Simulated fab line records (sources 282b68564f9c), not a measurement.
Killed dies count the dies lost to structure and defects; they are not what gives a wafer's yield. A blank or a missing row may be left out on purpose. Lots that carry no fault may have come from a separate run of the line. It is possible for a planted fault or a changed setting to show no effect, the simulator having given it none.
Problem report, 8D (eight disciplines) form, completed by code    flow rit cmos    the parts of the form that need people (team, actions taken, sign-off) are left out

== 1. THE PROBLEM ==
Wafers without a fault read 0.1, standard deviation 0.27; killed at contacts at RIT_M1_PROBE_99 reads a mean of 260.5 on 2 wafers belonging to 2 lots. That is +99 or more standard deviations from the usual mean.
First observed at day 7 06:24: wafer L398.2, on prober-02. The record has a number at this step for 15 wafers belonging to 5 lots. By rule, "out" or "out of limits" means more than 4 standard deviations away from the usual mean. The other wafers with a number count as sound.

== 2. WHAT THIS IS AND IS NOT ==
question                     is                                              is not
which readings at this step  killed at contacts, killed dies, killed on rim  killed at front end, killed open, killed short
which lots                   L398, L401                                      L386, L394, L395
which wafers of those lots   L398.2, L401.3                                  L398.3, L398.4, L401.1, L401.6
read on which tools          prober-02                                       prober-01
when                         from day 7 06:24                                up to then (9 sound wafers); but 4 sound wafers of L398, L401 came after

== 3. SUSPECTS, AND WHAT RULES EACH OUT ==
Counting: any tool at a process step up to the reading remains a suspect provided it ran every lot that is out. Sound lots after the first of them don't rule it out here, since some wafers of a struck lot are sound.
- rie diel-03 at RIT_CONTACT_ETCH_11 (etches SiO2 in CHF3/CF4/Ar, stops on TiSi2, target depth 480 nm, time 320 s): kept. Every lot that is out went through it, the first being L398 (day 6 23:37); the last sound lot it ran before that was L395 (day 6 08:50).
- prober-02 at RIT_M1_PROBE_99: kept. Every lot that is out went through it, the first being L398 (day 7 06:24); the last sound lot it ran before that was L395 (day 6 13:43). On those wafers its own readings are out: killed at contacts, killed dies, killed on rim.
- rie diel-03, RIT_CONTACT_ETCH_11: wafers that are out in chamber 1, sound lot-mates in chambers 0, 3.
Remaining after the count are rie diel-03 at RIT_CONTACT_ETCH_11 and prober-02 at RIT_M1_PROBE_99.

== 4. THE CAUSE (what the simulator had put in) ==
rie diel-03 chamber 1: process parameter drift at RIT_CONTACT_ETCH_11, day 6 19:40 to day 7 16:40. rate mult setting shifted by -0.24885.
After counting, 2 suspects remain, this tool included.

== 5. THE CHAIN OF EFFECTS, in route order ==
Rows list readings where the struck wafers' mean (over those with a number) sits beyond 3 standard deviations from the usual. Only readings whose record carries a usual standard deviation are examined. hours: median over the lots of the time between each lot's start at the first step of this table that gives one and its start at this step. sigmas: the change, counted in usual standard deviations.
hours  step             reading             usual  on struck wafers  change  sigmas
0      RIT_M1_PROBE_99  killed at contacts  0.1    260.5             +260.4  +99 or more
0      RIT_M1_PROBE_99  killed dies         7      264               +256    +86
0      RIT_M1_PROBE_99  killed on rim       1.7    69.5              +67.8   +48
Its process steps:
- RIT_M1_PROBE_99

== 6. WHAT WOULD HAVE CAUGHT IT SOONER ==
11 hours passed between the start of the fault at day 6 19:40 and the first reading out of limits in this record, taken at day 7 06:24.
No tool reading at RIT_CONTACT_ETCH_11 that has a usual standard deviation in the record was out on any struck wafer, so an alarm limit of 4 standard deviations on those readings would not have fired.
L401, from the lots that are out (2), started RIT_CONTACT_ETCH_11 on rie diel-03 later than day 7 06:24. Holding the tool at that time would have saved it.
